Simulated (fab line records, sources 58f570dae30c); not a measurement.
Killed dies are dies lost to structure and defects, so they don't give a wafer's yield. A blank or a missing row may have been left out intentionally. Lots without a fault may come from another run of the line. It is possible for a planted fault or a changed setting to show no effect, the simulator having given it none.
Split-lot trial | flow berkeley_cmos170 | route with 331 steps; 5 lots, 23 wafers read

## THE SPLIT
At UCB170_PLDD_COAT_01 (resist thk 900 nm), the setting spin_rpm was moved away from the recipe's 1500 rpm on 8 of the 23 wafers read, by -5.1% to +6.1%. This setting was run at the recipe's value on the other wafers.

The reading is taken at the split's own step.

## THE READING
KrF_of_PLDD_COAT_01.thk_nm (the simulator's own value, which no gauge read), in nm, at UCB170_PLDD_COAT_01 (resist thk 900 nm). No usual value for it is given in the file. Across the 15 wafers here that went through the recipe, the average is 899.8 nm and the standard deviation 1.3 nm.

wafer  | tool, chamber at the split | spin_rpm as run, rpm | against the recipe | KrF_of_PLDD_COAT_01.thk_nm, nm | against lot-mates on the recipe
L076.1 | litho_track-03, 0          | 1423                 | -5.1%              | 924                            | +22.5
L076.2 | litho_track-03, 0          | 1423                 | -5.1%              | 926.2                          | +24.8
L076.3 | litho_track-03, 0          | 1500                 | recipe             | 903.3                          | -
L076.4 | litho_track-03, 0          | 1500                 | recipe             | 899.6                          | -
L076.5 | litho_track-03, 0          | 1423                 | -5.1%              | 927.4                          | +25.9
L078.1 | litho_track-04, 0          | 1435                 | -4.3%              | 918.4                          | +19.2
L078.2 | litho_track-04, 0          | 1500                 | recipe             | 899.2                          | -
L078.3 | litho_track-04, 0          | 1500                 | recipe             | 898.7                          | -
L078.5 | litho_track-04, 0          | 1435                 | -4.3%              | 917.9                          | +18.7
L078.6 | litho_track-04, 0          | 1500                 | recipe             | 899.6                          | -
L079.1 | litho_track-01, 0          | 1500                 | recipe             | 899.2                          | -
L079.4 | litho_track-01, 0          | 1500                 | recipe             | 898.2                          | -
L079.6 | litho_track-01, 0          | 1500                 | recipe             | 900.7                          | -
L080.1 | litho_track-04, 0          | 1591                 | +6.1%              | 874.1                          | -26.0
L080.2 | litho_track-04, 0          | 1500                 | recipe             | 899.4                          | -
L080.3 | litho_track-04, 0          | 1591                 | +6.1%              | 872.6                          | -27.5
L080.4 | litho_track-04, 0          | 1591                 | +6.1%              | 872.1                          | -28.0
L080.6 | litho_track-04, 0          | 1500                 | recipe             | 900.8                          | -
L081.1 | litho_track-04, 0          | 1500                 | recipe             | 898.9                          | -
L081.2 | litho_track-04, 0          | 1500                 | recipe             | 901.3                          | -
L081.3 | litho_track-04, 0          | 1500                 | recipe             | 899.2                          | -
L081.5 | litho_track-04, 0          | 1500                 | recipe             | 897.7                          | -
L081.6 | litho_track-04, 0          | 1500                 | recipe             | 900.6                          | -

THE FIT
A straight line over all 23 wafers: KrF_of_PLDD_COAT_01.thk_nm changes by -4.62 nm for each +1% of spin_rpm; r = -0.99; the points scatter about the line by 1.7 nm.
The same after taking each lot's own level away (the mean of its wafers on the recipe; 23 wafers): -4.56 nm for each +1%; r = -1.00; scatter 1.2 nm.
That fit puts the effect of the largest move of spin_rpm on the reading at 28 nm.
The span of the lots' own levels, 899.17 to 901.45 nm, comes to 1.7 times the standard deviation stated above.
So the lot-to-lot level changes the slope little: the two slopes agree.
Check: for one of the wafers moved furthest among these (+6.1%), held out of the fit, the line's prediction against its lot-mates is -27.9 nm. Against them it came out at -26 nm.

## OTHER SPLITS APPLIED TO THESE WAFERS
These wafers also went through other splits before the reading. Each is held against what the fit with the lots' levels taken away leaves over:
other split on the same wafers      | wafers away from the commonest value | r with KrF_of_PLDD_COAT_01.thk_nm (lot level and that fit taken away)
UCB170_PWELL_CVD_05 time_s          | 10                                   | +0.08
UCB170_PWELL_COAT_08 resist_thk_nm  | 8                                    | -0.16
UCB170_SACOX_OXIDATION_01 ox_time_s | 15                                   | -0.13
UCB170_NVT_COAT_01 spin_rpm         | 8                                    | +0.04
UCB170_PVT_IMPLANT_07 energy_kev    | 9                                    | -0.39
UCB170_GATE_PEB_10 peb_temp_c       | 5                                    | -0.14

## THE WHOLE CHAIN: every reading that the file lists as answering this split, in the file's order
step                 | what it does      | reading                                                                     | change (the file's fit)              | r (the file's)
UCB170_PLDD_COAT_01  | resist thk 900 nm | KrF_of_PLDD_COAT_01.thk_nm (the simulator's own value, which no gauge read) | -4.54 nm for each +1% of the setting | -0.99
UCB170_PLDD_STRIP_10 | strips in O2      | strip_time_to_endpoint_s                                                    | withheld for each +1% of the setting | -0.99

## FILE'S OWN FIT
KrF_of_PLDD_COAT_01.thk_nm changes by -4.54 nm for each +1% of spin_rpm, r = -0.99.
